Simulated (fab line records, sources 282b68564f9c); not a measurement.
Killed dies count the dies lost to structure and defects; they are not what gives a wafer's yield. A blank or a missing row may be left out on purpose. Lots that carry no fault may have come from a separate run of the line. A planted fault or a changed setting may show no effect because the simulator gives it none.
2 desks looking at one fault    flow rit-cmos    each desk holds nothing but its own numbers, with what lay behind them at the end

## AT THE METROLOGY DESK
Means of the sampled wafers that have a number, per lot and without regard to the tool the lot ran on: this is what the gauges read. Any lot whose mean is over 4 standard deviations away from the usual mean is out of limits and marked OUT; that distance is given in the brackets.
Columns: A = M1_AL_RS at RIT_M1_RS_MEAS_01, usual 0.0743 ohm/sq; B = M1_AL_THK at RIT_M1_THK_MEAS_02, usual 383 nm
lot   first seen here  A                  B
L626  day 3 11:56      0.0752             379
L627  day 3 15:01      0.0750             382
L629  day 4 02:35      0.0741             385
L631  day 4 11:29      0.0747             379
L632  day 4 16:09      0.0746             382
L633  day 4 20:54      0.0732             390
L634  day 5 02:56      0.0747             383
L635  day 5 07:29      0.0742             382
L636  day 5 11:50      0.0743             383
L640  day 6 09:02      0.0827 (+9.8) OUT  348 (-7.4) OUT
L641  day 6 20:24      0.0758             377
L642  day 6 20:42      0.0831 (+10) OUT   347 (-7.7) OUT
L646  day 7 18:46      0.0721             395
L647  day 7 20:54      0.0742             384
This desk's result: L640, L642 out of limits, first on L640 (M1_AL_RS at RIT_M1_RS_MEAS_01), day 6 09:02. In limits: L626, L627, L629, L631, L632, L633, L634, L635, L636, L641, L646, L647.

## TOOL OWNER'S DESK, pvd-sputter-04
The tool's own readings at RIT_M1_SPUTTER_00 (material Al, target thk 400 nm, time 500 s): means of the sampled wafers that have a number, for each lot that ran on this tool. Any lot whose mean is over 4 standard deviations away from the usual mean is out of limits and marked OUT; that distance is given in the brackets.
Columns: A = chamber-pressure-pa at RIT_M1_SPUTTER_00, usual 0.3999 Pa; B = throttle-valve-pct at RIT_M1_SPUTTER_00, usual 30.0 %
lot   first seen here  A                         B
L626  day 3 11:38      0.3998                    29.9
L632  day 4 15:52      0.4010                    30.1
L634  day 5 02:37      0.3991                    29.9
L636  day 5 11:31      0.4004                    28.8
L640  day 6 08:45      0.5990 (+99 or more) OUT  24.6 (-4.2) OUT
L642  day 6 20:25      0.5983 (+99 or more) OUT  24.4 (-4.3) OUT
This desk's finding: out of limits on L640, L642; first on L640, day 6 08:45 (chamber-pressure-pa at RIT_M1_SPUTTER_00). In limits: L626, L632, L634, L636.

## TAKEN TOGETHER
On L640, L642, at day 6 08:45, an alarm was possible from the tool owner's desk.
At day 6 09:02 the metrology desk could have sounded an alarm, on L640, L642.
On pvd-sputter-04, each named lot ran RIT_M1_SPUTTER_00.

## WHAT THE SIMULATOR HAD PUT IN
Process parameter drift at RIT_M1_SPUTTER_00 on pvd-sputter-04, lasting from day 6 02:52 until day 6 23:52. The setting chamber-pressure-pa was moved by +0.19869, starting from 0.4. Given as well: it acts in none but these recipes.
Struck lots among those shown: L640, L642.
Counting hours from when the fault started, the first reading out of limits came at 6 for the tool owner's desk and at 6 for the metrology desk.
